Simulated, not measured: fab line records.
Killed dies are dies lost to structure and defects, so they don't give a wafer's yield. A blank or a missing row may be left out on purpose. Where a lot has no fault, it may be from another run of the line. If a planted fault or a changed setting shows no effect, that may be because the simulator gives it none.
fab line records	flow berkeley_cmos170
record: lots: 5	wafers: 15	last_day: 13
route steps=331 shown NSD@196 BACKSIDE@199 SDANNEAL@204 PSD@206 PLDD@208 NLDD@209 SILICIDE@210 CONTACT@216
lots that met no fault: from a run of the same line without faults
start_h: the number of hours between the record's first day and the start of the first shown wafer of the lot	wait_h: how many hours have passed since the lot's step before this one	" identical to the entry in the row above	L1.1+2: one row covering several wafers at once	- either no value or no given start	* or withheld: withheld	< > ~ a bound
route shown NAME@n: a module of which the file shows steps, and the number in the route of the first	usual: mean and standard deviation over wafers with no fault	same: alike in all rows	chamber/n: place in a boat	sites: per-site readings	_std_site: their standard deviation	_edge_site: outer sites' mean less inner sites'	radius_mm: for every site, how far away it sits from the centre of the wafer	mask NAME#n: copy n	behind: the tool/chamber that last shaped the wafer	hold: the reason the lot was held/the length of the hold in hours/how it ended	device: whichever transistor did not switch (one of n, p or np)	end of line: the tests these same wafers got at the end of their route	where a step has no rows: the recipe by itself	killed: at the first sort, the dies lost to defects and structure; wafer yield is something else	map: a wafer's dies, marking killed ones x, the rest . and places with no die _
set.NAME: the setting as run; set.NAME@STEP: as run at that earlier step	model.NAME: the simulator's own value behind a step, which no gauge read
lots at some steps of the route; a table a step, a row a wafer
services: when a tool's chamber went out of use (start_h, in hours from the record's first day, below 0 if earlier), for how many hours, and the reason
== steps ==
step: UCB170_NSD_STRIP_09
recipe: chemistry: O2	power_w: 400	pressure_mtorr: 3500	platen_temp_c: withheld	o2_flow_sccm: 400	overash_fraction: 0.5
usual: drypump_motor_current_A: 5.8/0.55	oes_product_au: 0.534/0.0046	strip_time_to_endpoint_s: 35.81/0.08
lot.wafer	tool	chamber	start_h	wait_h	drypump_motor_current_A	oes_product_au	rf_hours_counter_h	strip_time_to_endpoint_s
L075.4	plasma_asher-01	0	172.86	0.1	5.7	0.541	-	35.76
L075.5	"	0	"	"	5.7	0.526	-	35.65
L075.6	"	1	"	"	5.2	0.547	-	35.66
L079.1	plasma_asher-02	0	186.71	0.1	6.7	0.534	47	35.84
L079.3	"	1	"	"	6.1	0.538	-	35.85
L079.6	"	1	"	"	6.1	0.538	-	35.80
L091.3	plasma_asher-01	0	258.22	0.1	5.7	0.529	-	35.71
L091.4	"	1	"	"	5.2	0.518	-	35.72
L091.6	"	1	"	"	5.2	0.539	-	35.77
L093.2	plasma_asher-04	0	265.38	0.1	5.4	0.536	52	35.79
L093.3	"	0	"	"	5.4	0.533	-	35.76
L093.6	"	0	"	"	5.4	0.537	-	35.84
L095.2	plasma_asher-02	1	292.13	0.1	6.1	0.532	58	35.85
L095.4	"	0	"	"	6.7	0.532	-	35.83
L095.6	"	0	"	"	6.7	0.531	-	35.80
step: UCB170_NSD_TW_MEAS_10
usual: NSD_TW: 4173/30
lot.wafer	tool	chamber	start_h	wait_h	NSD_TW
L075.4	film_metro-03	-	172.96	0.1	4161
L075.5	"	-	"	"	4201
L075.6	"	-	"	"	4179
L079.1	film_metro-01	-	186.81	0.1	4165
L079.3	"	-	"	"	4136
L079.6	"	-	"	"	4126
L091.3	film_metro-03	-	258.31	0.1	4188
L091.4	"	-	"	"	4183
L091.6	"	-	"	"	4163
L093.2	film_metro-01	-	265.49	0.1	4150
L093.3	"	-	"	"	4136
L093.6	"	-	"	"	4130
L095.2	film_metro-02	-	292.24	0.1	4206
L095.4	"	-	"	"	4174
L095.6	"	-	"	"	4202
step: UCB170_NSD_CLEAN_11
recipe: chemistry: SPM	temp_c: 120	time_s: 600
lot.wafer	tool	chamber	start_h	wait_h
L075.4+5+6	wet_bench-04	2	173.03	0.1
L079.1+3+6	wet_bench-04	2	186.98	0.2
L091.3+4+6	wet_bench-04	0	258.35	0.0
L093.2+3+6	wet_bench-02	2	265.54	0.0
L095.2+4+6	wet_bench-02	0	292.29	0.0
step: UCB170_BACKSIDE_HMDS_00
recipe: prime_time_s: 60	prime_temp_c: 100
lot.wafer	tool	chamber	start_h	wait_h
L075.4+5+6	litho_track-02	0	173.57	0.4
L079.1+3+6	litho_track-02	0	187.15	0.0
L091.3+4+6	litho_track-03	0	258.90	0.4
L093.2+3+6	litho_track-03	0	265.74	0.0
L095.2+4+6	litho_track-02	0	292.49	0.0
step: UCB170_BACKSIDE_COAT_01
recipe: resist: KrF	spin_rpm: 1500	resist_thk_nm: 900
usual: spin_speed_rpm: 1500.0/0.96
lot.wafer	tool	chamber	start_h	wait_h	spin_speed_rpm
L075.4	litho_track-02	0	173.72	0.1	1500.0
L075.5	"	0	"	"	1499.8
L075.6	"	0	"	"	1501.5
L079.1	litho_track-02	0	187.30	0.1	1501.0
L079.3	"	0	"	"	1500.4
L079.6	"	0	"	"	1501.3
L091.3	litho_track-03	0	259.05	0.1	1499.8
L091.4	"	0	"	"	1499.5
L091.6	"	0	"	"	1499.8
L093.2	litho_track-03	0	265.89	0.1	1500.3
L093.3	"	0	"	"	1500.2
L093.6	"	0	"	"	1499.1
L095.2	litho_track-02	0	292.64	0.1	1499.3
L095.4	"	0	"	"	1500.4
L095.6	"	0	"	"	1500.5
step: UCB170_BACKSIDE_SOFTBAKE_02
recipe: resist: KrF	temp_c: 130	time_s: 60
lot.wafer	tool	chamber	start_h	wait_h
L075.4+5+6	litho_track-02	0	173.87	0.1
L079.1+3+6	litho_track-02	0	187.45	0.1
L091.3+4+6	litho_track-03	0	259.20	0.1
L093.2+3+6	litho_track-03	0	266.04	0.1
L095.2+4+6	litho_track-02	0	292.79	0.1
step: UCB170_BACKSIDE_STRIP_03
recipe: chemistry: O2	power_w: 400	pressure_mtorr: 3500	platen_temp_c: withheld	o2_flow_sccm: 400	overash_fraction: 0.5
usual: drypump_motor_current_A: 5.6/0.34	oes_product_au: 0.735/0.0045	strip_time_to_endpoint_s: 21.94/0.077
lot.wafer	tool	chamber	start_h	wait_h	drypump_motor_current_A	oes_product_au	rf_hours_counter_h	strip_time_to_endpoint_s
L075.4	plasma_asher-01	0	173.98	0.1	5.7	0.729	-	21.87
L075.5	"	1	"	"	5.2	0.735	-	21.86
L075.6	"	0	"	"	5.7	0.735	-	21.83
L079.1	plasma_asher-01	0	187.60	0.1	5.7	0.741	39	21.86
L079.3	"	1	"	"	5.2	0.732	-	21.86
L079.6	"	0	"	"	5.6	0.732	-	21.85
L091.3	plasma_asher-04	1	259.33	0.1	5.3	0.733	-	22.06
L091.4	"	0	"	"	5.4	0.737	-	22.07
L091.6	"	1	"	"	5.3	0.742	-	22.12
L093.2	plasma_asher-01	1	266.16	0.1	5.2	0.732	47	22.06
L093.3	"	1	"	"	5.2	0.739	-	22.06
L093.6	"	0	"	"	5.7	0.735	-	21.98
L095.2	plasma_asher-03	1	292.92	0.1	6.2	0.728	19	21.97
L095.4	"	1	"	"	6.2	0.736	-	21.96
L095.6	"	1	"	"	6.2	0.734	-	21.95
step: UCB170_BACKSIDE_CLEAN_04
recipe: chemistry: SPM	temp_c: 120	time_s: 600
lot.wafer	tool	chamber	start_h	wait_h
L075.4+5+6	wet_bench-04	3	174.05	0.0
L079.1+3+6	wet_bench-04	1	187.78	0.1
L091.3+4+6	wet_bench-04	2	259.40	0.0
L093.2+3+6	wet_bench-03	0	266.26	0.1
L095.2+4+6	wet_bench-03	2	293.13	0.2
step: UCB170_SDANNEAL_RTA_00
recipe: temp_c: 900	time_s: 10	ambient: N2
usual: lamp_power_pct: 27.53/0.049	wafer_temp_C_max: 905.3/1.2
lot.wafer	tool	chamber	start_h	wait_h	lamp_power_pct	wafer_temp_C_max
L075.4	rtp_anneal-02	0	174.25	0.0	27.60	909.3
L075.5	"	0	"	"	27.57	907.7
L075.6	"	0	"	"	27.58	906.5
L079.1	rtp_anneal-02	0	187.96	0.0	27.54	905.8
L079.3	"	0	"	"	27.55	905.3
L079.6	"	0	"	"	27.58	906.1
L091.3	rtp_anneal-01	0	259.60	0.0	27.46	904.8
L091.4	"	0	"	"	27.46	904.6
L091.6	"	0	"	"	27.48	903.4
L093.2	rtp_anneal-01	0	266.62	0.0	27.45	905.0
L093.3	"	0	"	"	27.49	905.2
L093.6	"	0	"	"	27.50	904.7
L095.2	rtp_anneal-02	0	293.32	0.0	27.59	904.7
L095.4	"	0	"	"	27.54	906.2
L095.6	"	0	"	"	27.55	904.9
step: UCB170_SDANNEAL_RTA_01
recipe: temp_c: 1050	time_s: 5	ambient: N2
usual: lamp_power_pct: 42.50/0.084	wafer_temp_C_max: 1056.4/1.5
lot.wafer	tool	chamber	start_h	wait_h	lamp_power_pct	wafer_temp_C_max
L075.4	rtp_anneal-02	0	174.32	0.1	42.60	1056.5
L075.5	"	0	"	"	42.59	1055.3
L075.6	"	0	"	"	42.58	1057.8
L079.1	rtp_anneal-02	0	188.09	0.1	42.51	1054.6
L079.3	"	0	"	"	42.58	1058.4
L079.6	"	0	"	"	42.57	1054.2
L091.3	rtp_anneal-01	0	259.66	0.1	42.46	1057.9
L091.4	"	0	"	"	42.38	1054.5
L091.6	"	0	"	"	42.41	1055.5
L093.2	rtp_anneal-01	0	266.69	0.1	42.40	1055.6
L093.3	"	0	"	"	42.43	1055.3
L093.6	"	0	"	"	42.38	1055.3
L095.2	rtp_anneal-02	0	293.39	0.1	42.54	1056.1
L095.4	"	0	"	"	42.56	1057.5
L095.6	"	0	"	"	42.57	1056.5
step: UCB170_SDANNEAL_RS_MEAS_02
recipe: thk_meas_gauge: four-point-probe
usual: PSD_RS: 75.52/0.29
lot.wafer	tool	chamber	start_h	wait_h	PSD_RS[ohm/sq]
L075.4	film_metro-03	-	174.44	0.1	75.29
L075.5	"	-	"	"	75.55
L075.6	"	-	"	"	75.69
L079.1	film_metro-02	-	188.21	0.1	75.61
L079.3	"	-	"	"	75.15
L079.6	"	-	"	"	75.48
L091.3	film_metro-03	-	259.75	0.1	75.44
L091.4	"	-	"	"	75.36
L091.6	"	-	"	"	75.30
L093.2	film_metro-02	-	266.76	0.1	75.10
L093.3	"	-	"	"	75.12
L093.6	"	-	"	"	74.97
L095.2	film_metro-03	-	293.45	0.1	75.29
L095.4	"	-	"	"	75.49
L095.6	"	-	"	"	75.33
step: UCB170_SDANNEAL_RS_MEAS_03
recipe: thk_meas_gauge: four-point-probe
usual: NSD_RS: 37.27/0.089
lot.wafer	tool	chamber	start_h	wait_h	NSD_RS[ohm/sq]
L075.4	film_metro-03	-	174.56	0.1	37.39
L075.5	"	-	"	"	37.31
L075.6	"	-	"	"	37.39
L079.1	film_metro-02	-	188.33	0.1	37.15
L079.3	"	-	"	"	37.09
L079.6	"	-	"	"	37.24
L091.3	film_metro-03	-	259.87	0.1	37.24
L091.4	"	-	"	"	37.33
L091.6	"	-	"	"	37.26
L093.2	film_metro-02	-	266.88	0.1	37.30
L093.3	"	-	"	"	37.42
L093.6	"	-	"	"	37.26
L095.2	film_metro-03	-	293.57	0.1	37.16
L095.4	"	-	"	"	37.20
L095.6	"	-	"	"	37.16
step: UCB170_SDANNEAL_RS_MEAS_04
recipe: thk_meas_gauge: four-point-probe
usual: PLDD_RS: 1031.8/2.9
lot.wafer	tool	chamber	start_h	wait_h	PLDD_RS[ohm/sq]
L075.4	film_metro-03	-	174.68	0.1	1033.2
L075.5	"	-	"	"	1030.8
L075.6	"	-	"	"	1031.9
L079.1	film_metro-02	-	188.45	0.1	1029.6
L079.3	"	-	"	"	1030.2
L079.6	"	-	"	"	1028.0
L091.3	film_metro-03	-	259.99	0.1	1025.5
L091.4	"	-	"	"	1030.0
L091.6	"	-	"	"	1028.4
L093.2	film_metro-02	-	267.00	0.1	1031.4
L093.3	"	-	"	"	1033.2
L093.6	"	-	"	"	1030.5
L095.2	film_metro-03	-	293.69	0.1	1033.4
L095.4	"	-	"	"	1032.9
L095.6	"	-	"	"	1034.4
step: UCB170_SDANNEAL_RS_MEAS_05
recipe: thk_meas_gauge: four-point-probe
usual: NLDD_RS: 617.0/1.7
lot.wafer	tool	chamber	start_h	wait_h	NLDD_RS[ohm/sq]
L075.4	film_metro-03	-	174.80	0.1	618.4
L075.5	"	-	"	"	618.2
L075.6	"	-	"	"	616.7
L079.1	film_metro-02	-	188.57	0.1	615.3
L079.3	"	-	"	"	617.5
L079.6	"	-	"	"	616.5
L091.3	film_metro-03	-	260.11	0.1	616.1
L091.4	"	-	"	"	616.0
L091.6	"	-	"	"	618.2
L093.2	film_metro-02	-	267.12	0.1	614.5
L093.3	"	-	"	"	614.2
L093.6	"	-	"	"	615.6
L095.2	film_metro-03	-	293.81	0.1	615.9
L095.4	"	-	"	"	617.0
L095.6	"	-	"	"	614.6
step: UCB170_SILICIDE_PRE_CLEAN_00
recipe: gas: Ar	preclean_etch_time_s: 60
lot.wafer	tool	chamber	start_h	wait_h
L075.4+5+6	pvd_sputter-01	-	174.86	0.0
L079.1+3+6	pvd_sputter-02	-	188.69	0.1
L091.3+4+6	pvd_sputter-02	-	260.19	0.1
L093.2+3+6	pvd_sputter-01	-	267.22	0.1
L095.2+4+6	pvd_sputter-02	-	293.91	0.1
step: UCB170_SILICIDE_SPUTTER_01
recipe: material: Ti	target_thk_nm: 30	time_s: 25	power_w: 1500	chamber_pressure_pa: 0.5
usual: throttle_valve_pct: 29.3/1.3
lot.wafer	tool	chamber	start_h	wait_h	throttle_valve_pct
L075.4	pvd_sputter-01	-	174.92	0.0	26.9
L075.5	"	-	"	"	29.9
L075.6	"	-	"	"	27.2
L079.1	pvd_sputter-02	-	188.75	0.0	30.7
L079.3	"	-	"	"	30.0
L079.6	"	-	"	"	31.4
L091.3	pvd_sputter-02	-	260.25	0.0	31.4
L091.4	"	-	"	"	30.5
L091.6	"	-	"	"	30.2
L093.2	pvd_sputter-01	-	267.28	0.0	28.8
L093.3	"	-	"	"	26.8
L093.6	"	-	"	"	26.7
L095.2	pvd_sputter-02	-	293.98	0.0	30.7
L095.4	"	-	"	"	31.4
L095.6	"	-	"	"	31.6
step: UCB170_SILICIDE_RS_MEAS_02
recipe: thk_meas_gauge: four-point-probe	reads: Ti_of_SILICIDE_SPUTTER_01
usual: SILICIDE_TI_RS: 26.2/0.34
lot.wafer	tool	chamber	start_h	wait_h	SILICIDE_TI_RS[ohm/sq]
L075.4	film_metro-04	-	175.01	0.1	26.5
L075.5	"	-	"	"	26.9
L075.6	"	-	"	"	26.2
L079.1	film_metro-04	-	188.78	0.0	26.7
L079.3	"	-	"	"	26.6
L079.6	"	-	"	"	26.9
L091.3	film_metro-04	-	260.32	0.1	26.6
L091.4	"	-	"	"	26.0
L091.6	"	-	"	"	25.9
L093.2	film_metro-04	-	267.33	0.0	26.3
L093.3	"	-	"	"	26.6
L093.6	"	-	"	"	26.2
L095.2	film_metro-04	-	294.03	0.0	26.4
L095.4	"	-	"	"	26.5
L095.6	"	-	"	"	26.6
step: UCB170_SILICIDE_THK_MEAS_03
recipe: thk_meas_gauge: xrf	reads: Ti_of_SILICIDE_SPUTTER_01
usual: SILICIDE_TI_THK: 30.8/0.31
lot.wafer	tool	chamber	start_h	wait_h	SILICIDE_TI_THK[nm]
L075.4	film_metro-04	-	175.10	0.1	30.6
L075.5	"	-	"	"	30.3
L075.6	"	-	"	"	30.9
L079.1	film_metro-04	-	188.90	0.1	30.3
L079.3	"	-	"	"	30.5
L079.6	"	-	"	"	30.4
L091.3	film_metro-04	-	260.42	0.1	30.4
L091.4	"	-	"	"	31.1
L091.6	"	-	"	"	31.2
L093.2	film_metro-04	-	267.44	0.1	30.6
L093.3	"	-	"	"	30.6
L093.6	"	-	"	"	30.8
L095.2	film_metro-04	-	294.14	0.1	30.7
L095.4	"	-	"	"	30.4
L095.6	"	-	"	"	30.2
step: UCB170_SILICIDE_RTA_04
recipe: temp_c: 650	time_s: 15	ambient: N2
usual: lamp_power_pct: 11.801/0.022	wafer_temp_C_max: 653.9/0.87
lot.wafer	tool	chamber	start_h	wait_h	lamp_power_pct	wafer_temp_C_max
L075.4	rtp_anneal-02	0	175.17	0.1	11.817	655.0
L075.5	"	0	"	"	11.803	653.5
L075.6	"	0	"	"	11.800	653.2
L079.1	rtp_anneal-02	0	188.96	0.1	11.823	654.0
L079.3	"	0	"	"	11.832	654.6
L079.6	"	0	"	"	11.822	655.0
L091.3	rtp_anneal-01	0	260.49	0.1	11.778	653.4
L091.4	"	0	"	"	11.768	653.3
L091.6	"	0	"	"	11.786	653.4
L093.2	rtp_anneal-02	0	267.51	0.1	11.832	654.6
L093.3	"	0	"	"	11.824	654.0
L093.6	"	0	"	"	11.806	653.7
L095.2	rtp_anneal-01	0	294.20	0.1	11.781	653.1
L095.4	"	0	"	"	11.759	652.9
L095.6	"	0	"	"	11.794	652.8
step: UCB170_SILICIDE_WET_ETCH_05
recipe: chemistry: SPM	time_s: 45	temp_c: 120	target: Ti
lot.wafer	tool	chamber	start_h	wait_h
L075.4+5+6	wet_bench-04	3	175.30	0.1
L079.1+3+6	wet_bench-04	3	189.11	0.1
L091.3+4+6	wet_bench-01	1	260.54	0.0
L093.2+3+6	wet_bench-01	3	267.57	0.1
L095.2+4+6	wet_bench-01	3	294.56	0.3
step: UCB170_CONTACT_CLEAN_00
recipe: chemistry: SPM	temp_c: 120	time_s: 600
lot.wafer	tool	chamber	start_h	wait_h
L075.4+5+6	wet_bench-04	2	175.32	0.0
L079.1+3+6	wet_bench-04	2	189.13	0.0
L091.3+4+6	wet_bench-02	0	260.56	0.0
L093.2+3+6	wet_bench-04	3	267.59	0.0
L095.2+4+6	wet_bench-01	1	294.59	0.0
step: UCB170_CONTACT_CVD_01
recipe: material: PSG	target_thk_nm: 700	temp_c: 450	precursor: SiH4/O2/PH3	time_s: 2820	pressure_mtorr: 300	sih4_flow_sccm: 60	o2_flow_sccm: 90	ph3_flow_sccm: 25
usual: spike_tc_source_C: 469/5
lot.wafer	tool	chamber	start_h	wait_h	spike_tc_source_C
L075.4	lpcvd-02	0	175.50	0.0	463
L075.5	"	0	"	"	464
L075.6	"	0	"	"	463
L079.1	lpcvd-02	0	190.15	0.8	463
L079.3	"	0	"	"	464
L079.6	"	0	"	"	465
L091.3	lpcvd-01	1	260.91	0.2	476
L091.4	"	1	"	"	478
L091.6	"	1	"	"	475
L093.2	lpcvd-02	0	267.94	0.0	463
L093.3	"	0	"	"	465
L093.6	"	0	"	"	464
L095.2	lpcvd-02	0	294.79	0.0	464
L095.4	"	0	"	"	464
L095.6	"	0	"	"	462
step: UCB170_CONTACT_THK_MEAS_02
recipe: reads: PSG_of_CONTACT_CVD_01
usual: CONTACT_PSG_THK: 701/7.1
lot.wafer	tool	chamber	start_h	wait_h	CONTACT_PSG_THK[nm]
L075.4	film_metro-01	-	177.31	0.0	701
L075.5	"	-	"	"	698
L075.6	"	-	"	"	702
L079.1	film_metro-04	-	191.93	0.0	697
L079.3	"	-	"	"	696
L079.6	"	-	"	"	700
L091.3	film_metro-01	-	262.71	0.0	708
L091.4	"	-	"	"	697
L091.6	"	-	"	"	698
L093.2	film_metro-01	-	269.73	0.0	688
L093.3	"	-	"	"	693
L093.6	"	-	"	"	697
L095.2	film_metro-02	-	296.58	0.0	702
L095.4	"	-	"	"	705
L095.6	"	-	"	"	702
step: UCB170_CONTACT_HMDS_03
recipe: prime_time_s: 60	prime_temp_c: 100
lot.wafer	tool	chamber	start_h	wait_h
L075.4+5+6	litho_track-01	0	177.41	0.1
L079.1+3+6	litho_track-04	0	191.99	0.1
L091.3+4+6	litho_track-01	0	262.94	0.2
L093.2+3+6	litho_track-03	0	269.81	0.1
L095.2+4+6	litho_track-01	0	296.65	0.1
step: UCB170_CONTACT_COAT_04
recipe: resist: KrF	spin_rpm: 1500	resist_thk_nm: 900
usual: spin_speed_rpm: 1499.8/1.2
lot.wafer	tool	chamber	start_h	wait_h	spin_speed_rpm
L075.4	litho_track-01	0	177.56	0.1	1497.7
L075.5	"	0	"	"	1499.7
L075.6	"	0	"	"	1499.4
L079.1	litho_track-04	0	192.14	0.1	1500.1
L079.3	"	0	"	"	1500.3
L079.6	"	0	"	"	1499.3
L091.3	litho_track-01	0	263.09	0.1	1498.2
L091.4	"	0	"	"	1499.0
L091.6	"	0	"	"	1500.4
L093.2	litho_track-03	0	269.96	0.1	1498.9
L093.3	"	0	"	"	1500.4
L093.6	"	0	"	"	1500.3
L095.2	litho_track-01	0	296.80	0.1	1500.6
L095.4	"	0	"	"	1499.2
L095.6	"	0	"	"	1500.6
step: UCB170_CONTACT_SOFTBAKE_05
recipe: resist: KrF	temp_c: 130	time_s: 60
lot.wafer	tool	chamber	start_h	wait_h
L075.4+5+6	litho_track-01	0	177.71	0.1
L079.1+3+6	litho_track-04	0	192.29	0.1
L091.3+4+6	litho_track-01	0	263.24	0.1
L093.2+3+6	litho_track-03	0	270.11	0.1
L095.2+4+6	litho_track-01	0	296.95	0.1
step: UCB170_CONTACT_STRIP_06
recipe: chemistry: O2	power_w: 400	pressure_mtorr: 3500	platen_temp_c: withheld	o2_flow_sccm: 400	overash_fraction: 0.5
usual: drypump_motor_current_A: 6.0/0.48	oes_product_au: 0.734/0.0044	strip_time_to_endpoint_s: 21.96/0.059
lot.wafer	tool	chamber	start_h	wait_h	drypump_motor_current_A	oes_product_au	rf_hours_counter_h	strip_time_to_endpoint_s
L075.4	plasma_asher-02	0	177.82	0.1	6.7	0.730	-	22.01
L075.5	"	1	"	"	6.1	0.740	-	21.93
L075.6	"	0	"	"	6.7	0.733	-	21.92
L079.1	plasma_asher-03	1	192.44	0.1	6.2	0.738	8	21.98
L079.3	"	1	"	"	6.2	0.739	-	22.10
L079.6	"	1	"	"	6.2	0.739	-	22.01
L091.3	plasma_asher-02	0	263.38	0.1	6.7	0.730	-	21.86
L091.4	"	1	"	"	6.1	0.736	-	21.88
L091.6	"	1	"	"	6.1	0.737	-	21.93
L093.2	plasma_asher-01	0	270.23	0.1	5.7	0.743	47	22.00
L093.3	"	0	"	"	5.7	0.738	-	21.95
L093.6	"	1	"	"	5.2	0.731	-	21.99
L095.2	plasma_asher-02	1	297.08	0.1	6.1	0.727	58	21.87
L095.4	"	1	"	"	6.1	0.733	-	21.86
L095.6	"	1	"	"	6.1	0.737	-	21.89
step: UCB170_CONTACT_CLEAN_07
recipe: chemistry: SPM	temp_c: 120	time_s: 600
lot.wafer	tool	chamber	start_h	wait_h
L075.4+5+6	wet_bench-04	3	177.90	0.0
L079.1+3+6	wet_bench-04	3	192.59	0.1
L091.3+4+6	wet_bench-02	2	263.44	0.0
L093.2+3+6	wet_bench-01	3	272.80	2.5
L095.2+4+6	wet_bench-04	1	297.18	0.1
step: UCB170_CONTACT_RTA_08
recipe: temp_c: 900	time_s: 10	ambient: N2
usual: lamp_power_pct: 27.53/0.05	wafer_temp_C_max: 905.5/1.2
lot.wafer	tool	chamber	start_h	wait_h	lamp_power_pct	wafer_temp_C_max
L075.4	rtp_anneal-02	0	178.11	0.0	27.55	905.9
L075.5	"	0	"	"	27.60	905.6
L075.6	"	0	"	"	27.55	906.3
L079.1	rtp_anneal-02	0	192.76	0.0	27.51	905.8
L079.3	"	0	"	"	27.56	907.3
L079.6	"	0	"	"	27.57	904.3
L091.3	rtp_anneal-01	0	263.64	0.0	27.49	904.4
L091.4	"	0	"	"	27.47	904.3
L091.6	"	0	"	"	27.48	904.7
L093.2	rtp_anneal-01	0	272.99	0.0	27.52	903.7
L093.3	"	0	"	"	27.50	905.7
L093.6	"	0	"	"	27.46	905.1
L095.2	rtp_anneal-01	0	297.38	0.0	27.50	903.8
L095.4	"	0	"	"	27.44	905.4
L095.6	"	0	"	"	27.48	904.2
step: UCB170_CONTACT_COAT_09
recipe: resist: BARC	temp_c: withheld	time_s: withheld	spin_rpm: 3000	resist_thk_nm: withheld
usual: spin_speed_rpm: 3000.4/2.2
lot.wafer	tool	chamber	start_h	wait_h	spin_speed_rpm
L075.4	litho_track-04	0	178.22	0.1	3002.9
L075.5	"	0	"	"	2997.7
L075.6	"	0	"	"	3002.6
L079.1	litho_track-04	0	192.83	0.1	3000.3
L079.3	"	0	"	"	3005.8
L079.6	"	0	"	"	2996.1
L091.3	litho_track-01	0	263.73	0.1	2998.9
L091.4	"	0	"	"	2996.7
L091.6	"	0	"	"	2998.9
L093.2	litho_track-04	0	273.07	0.1	3001.4
L093.3	"	0	"	"	3004.0
L093.6	"	0	"	"	2997.7
L095.2	litho_track-03	0	298.30	0.9	3000.6
L095.4	"	0	"	"	2999.3
L095.6	"	0	"	"	3000.2
step: UCB170_CONTACT_COAT_10
recipe: resist: KrF	spin_rpm: 1500	resist_thk_nm: 900
usual: spin_speed_rpm: 1500.0/1.1
lot.wafer	tool	chamber	start_h	wait_h	spin_speed_rpm
L075.4	litho_track-04	0	-	-	1500.0
L075.5	"	0	"	"	1499.7
L075.6	"	0	"	"	1500.2
L079.1	litho_track-04	0	-	-	1499.8
L079.3	"	0	"	"	1500.6
L079.6	"	0	"	"	1500.1
L091.3	litho_track-01	0	-	-	1498.7
L091.4	"	0	"	"	1497.6
L091.6	"	0	"	"	1498.7
L093.2	litho_track-04	0	-	-	1498.8
L093.3	"	0	"	"	1501.3
L093.6	"	0	"	"	1500.8
L095.2	litho_track-03	0	-	-	1500.1
L095.4	"	0	"	"	1500.0
L095.6	"	0	"	"	1499.9
step: UCB170_CONTACT_SOFTBAKE_11
recipe: resist: KrF	temp_c: 130	time_s: 60
lot.wafer	tool	chamber	start_h	wait_h
L075.4+5+6	litho_track-04	0	-	-
L079.1+3+6	litho_track-04	0	-	-
L091.3+4+6	litho_track-01	0	-	-
L093.2+3+6	litho_track-04	0	-	-
L095.2+4+6	litho_track-03	0	-	-
step: UCB170_CONTACT_EXPOSE_12
recipe: mask_id: CONT	target_cd_nm: 700	na: 0.5	sigma_outer: 0.6	source_shape: conventional	dose_mj: 35
lot.wafer	tool	chamber	start_h	wait_h	mask
L075.4+5+6	krf_scanner-02	0	178.65	-	CONT#0
L079.1+3+6	krf_scanner-02	0	193.28	-	CONT#0
L091.3+4+6	krf_scanner-02	0	264.30	-	CONT#0
L093.2+3+6	krf_scanner-01	0	273.51	-	CONT#0
L095.2+4+6	krf_scanner-02	0	299.28	-	CONT#0
step: UCB170_CONTACT_PEB_13
recipe: peb_temp_c: 130	peb_time_s: withheld	resist: KrF
lot.wafer	tool	chamber	start_h	wait_h
L075.4+5+6	litho_track-04	0	178.95	0.3
L079.1+3+6	litho_track-01	0	193.40	0.1
L091.3+4+6	litho_track-01	0	264.43	0.1
L093.2+3+6	litho_track-03	0	273.71	0.2
L095.2+4+6	litho_track-03	0	299.75	0.5
step: UCB170_CONTACT_DEVELOP_14
recipe: developer: TMAH	develop_time_s: 45	resist: KrF	dev_temp_c: 21
lot.wafer	tool	chamber	start_h	wait_h
L075.4+5+6	litho_track-04	0	-	-
L079.1+3+6	litho_track-01	0	-	-
L091.3+4+6	litho_track-01	0	-	-
L093.2+3+6	litho_track-03	0	-	-
L095.2+4+6	litho_track-03	0	-	-
step: UCB170_CONTACT_CD_MEAS_15
recipe: target_cd_nm: 700
usual: cd_nm: 699.7/1.6
lot.wafer	tool	chamber	start_h	wait_h	cd_nm
L075.4	cd_sem-01	-	179.21	-	696.6
L075.5	"	-	"	"	695.8
L075.6	"	-	"	"	695.7
L079.1	cd_sem-01	-	193.67	-	703.2
L079.3	"	-	"	"	702.9
L079.6	"	-	"	"	703.9
L091.3	cd_sem-02	-	264.69	-	698.1
L091.4	"	-	"	"	699.2
L091.6	"	-	"	"	699.0
L093.2	cd_sem-01	-	273.98	-	697.3
L093.3	"	-	"	"	698.9
L093.6	"	-	"	"	697.5
L095.2	cd_sem-01	-	300.02	-	699.4
L095.4	"	-	"	"	698.5
L095.6	"	-	"	"	701.1
== services ==
tool	chamber	start_h	hours	kind
krf_scanner-01	-	158.93	1.3	pm
pvd_sputter-02	-	160.47	4.9	repair
krf_scanner-02	-	179.03	1.0	pm
krf_scanner-01	-	191.35	1.0	pm
krf_scanner-01	-	221.00	0.4	repair
krf_scanner-02	-	229.38	-	calibration
krf_scanner-02	0	236.64	-	calibration
krf_scanner-01	-	241.12	0.9	repair
krf_scanner-02	-	244.04	0.8	pm
wet_bench-01	-	245.67	3.8	repair
krf_scanner-01	0	248.09	-	calibration
plasma_asher-04	-	257.70	1.3	repair
wet_bench-04	-	273.40	4.9	repair
krf_scanner-02	-	279.58	3.6	pm
wet_bench-02	-	280.03	4.4	pm
krf_scanner-01	-	298.55	0.8	pm
pvd_sputter-01	-	298.67	1.1	repair
krf_scanner-02	-	299.38	1.3	pm
== key ==
fault none
